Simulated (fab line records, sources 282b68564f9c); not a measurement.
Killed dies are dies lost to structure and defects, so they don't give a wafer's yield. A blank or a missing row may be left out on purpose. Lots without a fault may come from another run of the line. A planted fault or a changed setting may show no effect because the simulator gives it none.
Which tool did it? | flow rit_cmos | 14 lots, 42 wafers sampled, at 4 steps of a route of 202

WHAT THE GAUGES READ, wafer by wafer
RIT_ACTIVE_THK_MEAS_02. Usual: ACTIVE_OXIDE_THK 46.8 nm, standard deviation 1.1.
lot  | measured    | on            | ACTIVE_OXIDE_THK (nm) | flag
L854 | day 1 12:04 | film_metro-04 | 48.0 48.5 47.9        |
L855 | day 1 17:46 | film_metro-04 | 47.2 47.2 47.5        |
L856 | day 1 22:03 | film_metro-02 | 46.0 46.3 47.1        |
L858 | day 2 08:04 | film_metro-02 | 44.8 45.5 45.9        |
L860 | day 2 18:04 | film_metro-03 | 46.8 46.5 46.4        |
L862 | day 3 04:03 | film_metro-03 | 46.1 46.8 46.4        |
L863 | day 3 09:07 | film_metro-02 | 46.2 45.7 46.4        |
L865 | day 3 19:03 | film_metro-03 | 47.0 47.3 47.1        |
L869 | day 4 15:04 | film_metro-03 | 47.7 48.4 47.3        |
L870 | day 4 20:03 | film_metro-04 | 47.7 47.9 47.3        |
L872 | day 5 06:15 | film_metro-03 | 53.4 52.9 53.6        | OFF
L874 | day 5 16:03 | film_metro-02 | 52.9 53.6 53.8        | OFF
L875 | day 5 21:04 | film_metro-04 | 44.9 45.3 45.2        |
L876 | day 6 03:02 | film_metro-03 | 47.7 47.9 47.5        |

RIT_ACTIVE_CD_MEAS_90: target cd 1400 nm. Usual: cd_nm 1399.1 nm, standard deviation 2.7.
lot  | measured    | on        | cd_nm (nm)           | flag
L854 | day 1 15:22 | cd_sem-01 | 1401.5 1400.4 1400.6 |
L855 | day 1 20:44 | cd_sem-01 | 1398.0 1397.1 1398.4 |
L856 | day 2 01:01 | cd_sem-02 | 1399.0 1396.6 1397.0 |
L858 | day 2 11:02 | cd_sem-02 | 1399.4 1402.8 1400.0 |
L860 | day 2 21:02 | cd_sem-01 | 1397.2 1394.9 1398.0 |
L862 | day 3 07:16 | cd_sem-01 | 1396.5 1396.2 1398.3 |
L863 | day 3 12:06 | cd_sem-02 | 1396.5 1398.8 1396.1 |
L865 | day 3 22:14 | cd_sem-02 | 1398.0 1394.0 1396.3 |
L869 | day 4 18:02 | cd_sem-02 | 1398.1 1400.4 1399.8 |
L870 | day 4 23:13 | cd_sem-02 | 1398.5 1401.4 1398.3 |
L872 | day 5 09:36 | cd_sem-02 | 1403.6 1400.8 1402.3 |
L874 | day 5 19:01 | cd_sem-02 | 1404.3 1405.3 1403.3 |
L875 | day 6 00:10 | cd_sem-01 | 1402.7 1402.2 1401.7 |
L876 | day 6 06:02 | cd_sem-02 | 1400.0 1401.8 1400.9 |

RIT_CONTACT_CD_MEAS_08: target cd 1000 nm. Usual: cd_nm 1000.1 nm, standard deviation 2.3.
lot  | measured    | on        | cd_nm (nm)           | flag
L854 | day 3 04:59 | cd_sem-02 | 1000.0 998.7 998.9   |
L855 | day 3 09:22 | cd_sem-02 | 998.1 998.3 999.6    |
L856 | day 3 12:52 | cd_sem-02 | 1000.5 997.7 998.7   |
L858 | day 4 00:41 | cd_sem-02 | 1000.4 1000.1 998.6  |
L860 | day 4 09:55 | cd_sem-01 | 996.1 996.7 999.1    |
L862 | day 4 20:55 | cd_sem-01 | 995.5 996.0 995.3    |
L863 | day 5 03:58 | cd_sem-02 | 1000.2 998.0 999.0   |
L865 | day 5 11:37 | cd_sem-02 | 1000.7 999.1 998.5   |
L869 | day 6 07:23 | cd_sem-01 | 1001.8 998.9 1000.4  |
L870 | day 6 14:41 | cd_sem-02 | 998.2 999.3 999.8    |
L872 | day 6 23:07 | cd_sem-02 | 1004.3 1003.2 1000.8 |
L874 | day 7 06:49 | cd_sem-02 | 997.3 998.8 997.3    |
L875 | day 7 14:20 | cd_sem-01 | 1001.0 999.1 999.9   |
L876 | day 7 18:49 | cd_sem-02 | 1000.7 1000.8 1000.9 |

WHICH TOOL RAN EACH LOT (tool, then ch and the chambers of the sampled wafers, then the start)
lot  | RIT_ACTIVE_OXIDATION_01
L854 | furnace-02 ch 0, day 1 10:07
L855 | furnace-02 ch 0, day 1 15:50
L856 | furnace-02 ch 0, day 1 20:07
L858 | furnace-04 ch 0, day 2 06:07
L860 | furnace-01 ch 0, day 2 16:07
L862 | furnace-01 ch 0, day 3 02:07
L863 | furnace-01 ch 0, day 3 07:10
L865 | furnace-04 ch 0, day 3 17:07
L869 | furnace-01 ch 0, day 4 13:07
L870 | furnace-02 ch 0, day 4 18:07
L872 | furnace-02 ch 0, day 5 04:18
L874 | furnace-02 ch 0, day 5 14:07
L875 | furnace-04 ch 0, day 5 19:07
L876 | furnace-01 ch 0, day 6 01:07
- RIT_ACTIVE_OXIDATION_01: target thk 46.8 nm, ox time 3360 s.

WHAT THE TOOLS THEMSELVES READ (means of the sampled wafers that have a number; where no wafer has one, the mark that the record gives instead)
RIT_ACTIVE_OXIDATION_01. Usual: spike_tc_centre_C 1001.9 C, standard deviation 1.3; spike_tc_load_C 1028.2 C, standard deviation 2.2; spike_tc_source_C 1025.3 C, standard deviation 2.2; tube_center_temp_C_max 1002.5, standard deviation 0.37; zone_power_source_pct 37.7 %, standard deviation 2.3.
lot  | tool       | spike_tc_centre_C (C) | spike_tc_load_C (C) | spike_tc_source_C (C) | tube_center_temp_C_max | zone_power_source_pct (%) | flag
L854 | furnace-02 | 1001.4                | 1027.0              | 1026.7                | 1002.5                 | 39.2                      |
L855 | furnace-02 | 1001.4                | 1027.8              | 1027.4                | 1002.2                 | 39.3                      |
L856 | furnace-02 | 1001.4                | 1028.5              | 1028.3                | 1002.4                 | 39.6                      |
L858 | furnace-04 | 1002.7                | 1031.2              | 1024.4                | 1002.9                 | 34.3                      |
L860 | furnace-01 | 1001.5                | 1025.9              | 1023.5                | 1002.3                 | 38.6                      |
L862 | furnace-01 | 1002.7                | 1023.8              | 1023.5                | 1002.4                 | 38.5                      |
L863 | furnace-01 | 1002.0                | 1026.7              | 1023.6                | 1002.6                 | 38.8                      |
L865 | furnace-04 | 1002.9                | 1030.9              | 1024.2                | 1002.8                 | 34.4                      |
L869 | furnace-01 | 1001.4                | 1026.1              | 1023.7                | 1002.3                 | 38.9                      |
L870 | furnace-02 | 1001.1                | 1029.0              | 1028.2                | 1002.6                 | 39.3                      |
L872 | furnace-02 | 1014.4                | 1041.6              | 1041.8                | 1002.3                 | 40.9                      | OFF
L874 | furnace-02 | 1014.4                | 1042.7              | 1041.2                | 1002.3                 | 40.5                      | OFF
L875 | furnace-04 | 1002.9                | 1031.4              | 1024.2                | 1002.7                 | 34.2                      |
L876 | furnace-01 | 1002.3                | 1026.3              | 1023.2                | 1002.9                 | 38.9                      |

THE ANSWER, worked out from the rows above alone
Rule: a lot is off if the mean of its wafers that have a number lies more than 3 standard deviations from the usual mean. A lot without any number at a reading at which 4 lots or more have one is off too. The other lots that the step has rows for count as sound. The gauges are gone through in route order, then the tools' own readings, and for those a lot's mean is taken as printed above. The first step at which some lot is off is used, and at that step the reading that is off furthest; a lot without a number counts as furthest.
Off: L872, L874, at RIT_ACTIVE_THK_MEAS_02 (ACTIVE_OXIDE_THK).
A tool fits if, at a process step before that reading, it ran every lot that is off, and no sound lot after the first of them. The gauges at RIT_ACTIVE_THK_MEAS_02 aren't tried: what is off there is off at RIT_ACTIVE_OXIDATION_01 too, on other tools, and a gauge's error can't cause that. One fits: furnace-02 at RIT_ACTIVE_OXIDATION_01. Its last sound lot is L870 (day 4 18:07), its first lot that is off L872 (day 5 04:18): a fault that began between those two fits.
The tool's own readings at RIT_ACTIVE_OXIDATION_01 bear it out: on the lots that are off they differ by more than 5 times the standard deviation of the sound lots' means. spike_tc_centre_C reads 1014.4 C there against 1002.0 C on the sound lots; spike_tc_load_C reads 1042.2 C there against 1027.9 C on the sound lots; spike_tc_source_C reads 1041.5 C there against 1025.1 C on the sound lots.

WHAT THE SIMULATOR HAD PUT IN
Process parameter drift: furnace-02, from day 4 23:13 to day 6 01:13, at RIT_ACTIVE_OXIDATION_01. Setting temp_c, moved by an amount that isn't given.
Lots struck among those shown: L872, L874. The rule above found the same.
